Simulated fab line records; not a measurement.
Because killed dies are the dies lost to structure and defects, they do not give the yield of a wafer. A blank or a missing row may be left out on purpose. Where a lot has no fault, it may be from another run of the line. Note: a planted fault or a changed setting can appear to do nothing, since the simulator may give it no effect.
Chamber matching	flow berkeley_cmos170	UCB170_NWELL_ETCH_13 on rie_diel-01 has 4 sister chambers
The step etches Si3N4 in CH3F/Ar/O2, stops on SiO2, target depth 246.4 nm, time 154 s. 8 wafers are shown with their chamber, then 8 later ones without.

== WAFERS WITH THEIR CHAMBER ==
wafer	chamber	throttle_valve_pct (%)	drypump_motor_current_A (A)
L294.6	1	8.12	6.3
L298.2	3	8.07	6.1
L298.4	0	8.08	6.0
L298.5	2	8.24	6.0
L303.1	3	8.07	6.1
L303.3	2	8.23	5.9
L303.5	0	8.08	6.1
L309.1	1	8.13	6.3

== WAFERS WHOSE CHAMBER IS MISSING ==
wafer	throttle_valve_pct (%)	drypump_motor_current_A (A)
L309.4	8.09	6.0
L309.5	8.08	6.1
L311.2	8.24	5.9
L311.3	8.08	6.1
L311.4	8.09	6.1
L313.2	8.08	6.1
L313.4	8.12	6.4
L313.5	8.08	6.0

== EACH ONE'S CHAMBER ==
wafer	from the rows above	in truth
L309.4	0	0
L309.5	can't be placed: 0 or 3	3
L311.2	2	2
L311.3	can't be placed: 0 or 3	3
L311.4	can't be placed: 0 or 3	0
L313.2	can't be placed: 0 or 3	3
L313.4	1	1
L313.5	can't be placed: 0 or 3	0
Correct placement for 3 of the 8. Unplaceable from these rows: 5, with the true chamber sitting among the candidates in 5. Number placed wrongly: 0.
How it was worked out, from the rows above alone: a wafer's distance from a chamber is the root of the sum, over the readings, of the square of ((its reading less the chamber's mean) divided by the reading's scatter). The wafer belongs to the nearest chamber; if the next one is less than 2 further off, it can't be placed. For every chamber, the mean is computed from those of its wafers that are shown. The scatter: take each reading less its chamber's mean, square it, sum over the shown wafers, divide by the number of wafers less the number of chambers, and take the root.
